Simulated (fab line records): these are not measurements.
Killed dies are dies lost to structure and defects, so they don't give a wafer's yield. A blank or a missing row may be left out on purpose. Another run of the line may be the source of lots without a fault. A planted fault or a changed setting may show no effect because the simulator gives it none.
The tool behind it: which one? + flow berkeley cmos170 + 39 wafers from 13 lots sampled at 5 of the route's 331 steps

## WHAT THE GAUGES SHOWED, per wafer
UCB170_FIELD_THK_MEAS_02. Usual: for FIELD_OXIDE_THK the level is 558 nm and the standard deviation is 8.6.
| lot  | measured    | on            | FIELD_OXIDE_THK (nm) | flag |
|------|-------------|---------------|----------------------|------|
| L577 | day 4 09:06 | film metro-02 | 560 558 553          |      |
| L578 | day 5 01:05 | film metro-02 | 571 560 563          |      |
| L579 | day 5 12:32 | film metro-02 | 575 556 578          |      |
| L581 | day 5 12:36 | film metro-02 | 561 558 563          |      |
| L584 | day 6 17:17 | film metro-03 | 562 560 565          |      |
| L586 | day 6 17:17 | film metro-04 | 559 563 563          |      |
| L585 | day 6 17:21 | film metro-04 | 542 549 547          |      |
| L588 | day 7 12:36 | film metro-02 | 560 553 568          |      |
| L593 | day 8 10:26 | film metro-03 | 556 552 558          |      |
| L594 | day 8 10:29 | film metro-03 | 558 558 554          |      |
| L591 | day 8 10:32 | film metro-03 | 538 536 543          |      |
| L598 | day 9 04:06 | film metro-02 | 556 556 552          |      |
| L599 | day 9 04:09 | film metro-04 | 573 578 574          |      |

UCB170_SACOX_THK_MEAS_02. Usual: for SACOX_OXIDE_THK the level is 14.33 nm and the standard deviation is 0.27.
| lot  | measured    | on            | SACOX_OXIDE_THK (nm) | flag |
|------|-------------|---------------|----------------------|------|
| L577 | day 5 02:45 | film metro-01 | 14.57 14.49 14.67    |      |
| L578 | day 5 18:23 | film metro-03 | 14.64 14.75 14.38    |      |
| L579 | day 6 01:34 | film metro-01 | 14.02 14.25 13.97    |      |
| L581 | day 6 01:34 | film metro-03 | 13.77 14.06 13.82    |      |
| L584 | day 7 04:36 | film metro-01 | 14.77 14.59 14.55    |      |
| L586 | day 7 04:37 | film metro-03 | 14.75 14.72 14.41    |      |
| L585 | day 7 04:37 | film metro-04 | 14.29 14.28 14.19    |      |
| L588 | day 8 00:17 | film metro-04 | 14.00 14.41 14.12    |      |
| L593 | day 8 23:41 | film metro-03 | 14.08 14.01 14.28    |      |
| L594 | day 8 23:41 | film metro-04 | 13.84 14.07 13.79    |      |
| L591 | day 8 23:44 | film metro-01 | 14.54 14.40 14.47    |      |
| L598 | day 9 15:55 | film metro-01 | 14.57 14.44 14.33    |      |
| L599 | day 9 15:58 | film metro-01 | 14.32 14.24 14.38    |      |

UCB170_NVT_OVL_MEAS_06. Usual: for NVT_OVL the level is 0 nm and the standard deviation is 4.9.
| lot  | measured     | on         | NVT_OVL (nm) | flag |
|------|--------------|------------|--------------|------|
| L577 | day 5 21:28  | overlay-02 | -4 -8 1      |      |
| L578 | day 6 05:05  | overlay-01 | 3 -1 2       |      |
| L579 | day 6 11:25  | overlay-01 | -7 -9 -4     |      |
| L581 | day 6 11:08  | overlay-01 | -4 0 4       |      |
| L584 | day 7 15:43  | overlay-01 | 3 0 1        |      |
| L586 | day 7 15:19  | overlay-01 | 6 5 4        |      |
| L585 | day 7 16:00  | overlay-02 | 4 3 5        |      |
| L588 | day 8 10:52  | overlay-01 | 4 0 -3       |      |
| L593 | day 9 11:44  | overlay-02 | -5 -2 1      |      |
| L594 | day 9 11:59  | overlay-01 | -8 -7 -5     |      |
| L591 | day 9 12:10  | overlay-02 | -2 2 2       |      |
| L598 | day 10 00:31 | overlay-02 | 0 -10 -2     |      |
| L599 | day 10 00:46 | overlay-01 | -6 2 -6      |      |

UCB170_SPACER_THK_MEAS_01. Usual: for SPACER_TEOS_THK the level is 377 nm and the standard deviation is 4.2.
| lot  | measured     | on            | SPACER_TEOS_THK (nm) | flag |
|------|--------------|---------------|----------------------|------|
| L577 | day 6 20:02  | film metro-02 | 370 373 379          |      |
| L578 | day 7 04:29  | film metro-04 | 377 377 377          |      |
| L579 | day 7 05:15  | film metro-02 | 377 371 388          |      |
| L581 | day 7 06:34  | film metro-01 | 373 372 381          |      |
| L584 | day 8 11:58  | film metro-04 | 372 378 375          |      |
| L586 | day 8 12:11  | film metro-01 | 375 382 382          |      |
| L585 | day 8 13:23  | film metro-01 | 373 375 376          |      |
| L588 | day 9 05:40  | film metro-02 | 378 375 378          |      |
| L593 | day 10 08:10 | film metro-01 | 372 380 377          |      |
| L594 | day 10 08:10 | film metro-02 | 378 381 372          |      |
| L591 | day 10 08:10 | film metro-04 | 312 317 385          | OFF  |
| L598 | day 10 22:29 | film metro-01 | 383 382 384          |      |
| L599 | day 10 22:25 | film metro-01 | 373 380 380          |      |

## WHAT TOOL EACH LOT RAN ON (gives the tool, then ch and the chambers of the sampled wafers, and finally the start)
| lot  | UCB170_SPACER_CVD_00            |
|------|---------------------------------|
| L577 | pecvd-01 ch 0,1,2, day 6 19:59  |
| L578 | pecvd-03 ch 0,1, day 7 04:26    |
| L579 | pecvd-01 ch 0,2, day 7 05:11    |
| L581 | pecvd-01 ch 0,1,2, day 7 06:30  |
| L584 | pecvd-04 ch 0,1,2, day 8 11:56  |
| L586 | pecvd-03 ch 0,1,2, day 8 12:07  |
| L585 | pecvd-04 ch 0,1,2, day 8 13:20  |
| L588 | pecvd-03 ch 0,1, day 9 05:36    |
| L593 | pecvd-01 ch 1,2, day 10 08:06   |
| L594 | pecvd-03 ch 1,2, day 10 08:06   |
| L591 | pecvd-04 ch 0,1, day 10 08:06   |
| L598 | pecvd-03 ch 0,1,2, day 10 22:23 |
| L599 | pecvd-01 ch 1,2, day 10 22:21   |
- UCB170_SPACER_CVD_00: deposits SiO2 from TEOS/O2, target thk 376 nm, time 47 s.

## WHAT THE TOOLS THEMSELVES READ (means of the sampled wafers that have a number; where no wafer has one, the mark that the record gives instead)
UCB170_SPACER_CVD_00. Usual: heater power w 262 W, standard deviation 59; rf fwd power W 544.8 W, standard deviation 2.2.
| lot  | tool     | heater power w (W) | rf fwd power W (W) | flag |
|------|----------|--------------------|--------------------|------|
| L577 | pecvd-01 | 266                | 545.2              |      |
| L578 | pecvd-03 | 290                | 545.4              |      |
| L579 | pecvd-01 | 313                | 546.7              |      |
| L581 | pecvd-01 | 231                | 547.5              |      |
| L584 | pecvd-04 | 221                | 541.6              |      |
| L586 | pecvd-03 | 279                | 543.9              |      |
| L585 | pecvd-04 | 226                | 544.6              |      |
| L588 | pecvd-03 | 335                | 544.5              |      |
| L593 | pecvd-01 | 286                | 547.2              |      |
| L594 | pecvd-03 | 323                | 545.8              |      |
| L591 | pecvd-04 | 263                | 544.5              |      |
| L598 | pecvd-03 | 308                | 544.5              |      |
| L599 | pecvd-01 | 223                | 544.6              |      |

## THE ANSWER, worked out from the rows above alone
Rule: take the mean of a lot's wafers that have a number; if it is more than 3 standard deviations from the usual mean, the lot is off. Also off: a lot with no number at a reading for which 4 or more lots have one. The other lots that the step has rows for count as sound. Order of review: gauges by route order, followed by the tools' own readings, for which a lot's mean as printed above is used. At the first step where some lot is off, the reading lying furthest off is the one used; lots without a number count as furthest.
Off: L591, at UCB170_SPACER_THK_MEAS_01 (SPACER_TEOS_THK).
If a tool, at a process step before that reading, ran all the lots that are off and no sound lot after the first of them, it fits. Gauges at UCB170_SPACER_THK_MEAS_01: tried the same way as those tools. Undecided on this evidence; 2 tools fit (pecvd-04 at UCB170_SPACER_CVD_00, film metro-04 at UCB170_SPACER_THK_MEAS_01).

## WHAT THE SIMULATOR PUT IN
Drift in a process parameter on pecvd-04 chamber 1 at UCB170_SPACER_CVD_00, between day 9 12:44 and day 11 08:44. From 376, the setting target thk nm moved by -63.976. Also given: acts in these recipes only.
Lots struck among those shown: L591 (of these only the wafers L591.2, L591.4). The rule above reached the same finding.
